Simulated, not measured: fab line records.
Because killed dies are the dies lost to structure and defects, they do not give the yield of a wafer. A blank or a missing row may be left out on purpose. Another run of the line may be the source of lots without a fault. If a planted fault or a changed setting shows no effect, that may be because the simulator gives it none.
The tool behind it: which one? | flow rit-cmos | 6 lots, 18 wafers sampled, at 5 steps of a route of 202

== WHAT EACH GAUGE READ, for each wafer ==
RIT_M1_RS_MEAS_01: measures by four-point-probe.
lot  | measured    | on            | M1_AL_RS (ohm/sq)
L816 | day 3 22:26 | film-metro-03 | 0.0726 0.0730 0.0743
L819 | day 4 12:20 | film-metro-04 | 0.0740 0.0736 0.0737
L821 | day 4 21:42 | film-metro-04 | 0.0729 0.0730 0.0726
L824 | day 5 13:12 | film-metro-04 | 0.0727 0.0727 0.0731
L826 | day 5 22:36 | film-metro-04 | 0.0788 0.0730 0.0730
L833 | day 7 10:58 | film-metro-04 | 0.0728 0.0725 0.0731

== TOOL THAT RAN EACH LOT (tool first, then ch and the chambers of the sampled wafers, then the start) ==
lot  | RIT_NWELL_STRIP_09                  | RIT_SILICIDE_RTA_04             | RIT_SILICIDE_RTA_06             | RIT_M1_SPUTTER_00
L816 | plasma-asher-01 ch 0,1, day 2 11:31 | rtp-anneal-01 ch 0, day 3 19:43 | rtp-anneal-01 ch 0, day 3 19:50 | pvd-sputter-03, day 3 22:08
L819 | plasma-asher-02 ch 0,1, day 3 01:01 | rtp-anneal-01 ch 0, day 4 09:25 | rtp-anneal-02 ch 0, day 4 09:32 | pvd-sputter-02, day 4 12:02
L821 | plasma-asher-01 ch 0,1, day 3 09:01 | rtp-anneal-01 ch 0, day 4 18:59 | rtp-anneal-02 ch 0, day 4 19:06 | pvd-sputter-04, day 4 21:24
L824 | plasma-asher-01 ch 0,1, day 4 02:20 | rtp-anneal-02 ch 0, day 5 10:23 | rtp-anneal-01 ch 0, day 5 10:29 | pvd-sputter-02, day 5 12:54
L826 | plasma-asher-01 ch 0,1, day 4 10:08 | rtp-anneal-02 ch 0, day 5 19:40 | rtp-anneal-01 ch 0, day 5 19:46 | pvd-sputter-02, day 5 22:18
L833 | plasma-asher-01 ch 0,1, day 5 22:22 | rtp-anneal-01 ch 0, day 7 08:06 | rtp-anneal-02 ch 0, day 7 08:13 | pvd-sputter-03, day 7 10:39
- RIT_NWELL_STRIP_09: strips in O2, time 180 s.
- RIT_SILICIDE_RTA_04: time 10 s, ramp up 5 s, ramp down 5 s.
- RIT_SILICIDE_RTA_06: time 10 s, ramp up 5 s, ramp down 10 s.
- RIT_M1_SPUTTER_00: material Al, target thk 400 nm, time 500 s.

== THE ANSWER, worked out from the rows above alone ==
Rule: the lots themselves supply what counts as usual. The widest of any qualifying gaps counts: lots, ordered by their means at a reading, are off when they make up no more than a third of the lots, leave a main group of 4 or more, and stand apart from it by 3 or more times the standard deviation of that group's means. A main group whose means are all the same, to the digits that the tables above print for the reading, isn't used. Also off: a lot with no number at a reading for which 4 or more lots have one. Where the step has rows for the other lots, those lots are counted as sound.
Off: at RIT_M1_RS_MEAS_01 (M1_AL_RS), L826. Mean 0.0731 ohm/sq and standard deviation 0.00038 in the main group.
A tool fits if, at a process step before that reading, it ran every lot that is off, and no sound lot after the first of them. Gauges at RIT_M1_RS_MEAS_01: tried the same way as those tools. Can't be told from this: 3 tools fit, rtp-anneal-02 at RIT_SILICIDE_RTA_04, rtp-anneal-01 at RIT_SILICIDE_RTA_06, pvd-sputter-02 at RIT_M1_SPUTTER_00.

== WHAT WAS PUT IN BY THE SIMULATOR ==
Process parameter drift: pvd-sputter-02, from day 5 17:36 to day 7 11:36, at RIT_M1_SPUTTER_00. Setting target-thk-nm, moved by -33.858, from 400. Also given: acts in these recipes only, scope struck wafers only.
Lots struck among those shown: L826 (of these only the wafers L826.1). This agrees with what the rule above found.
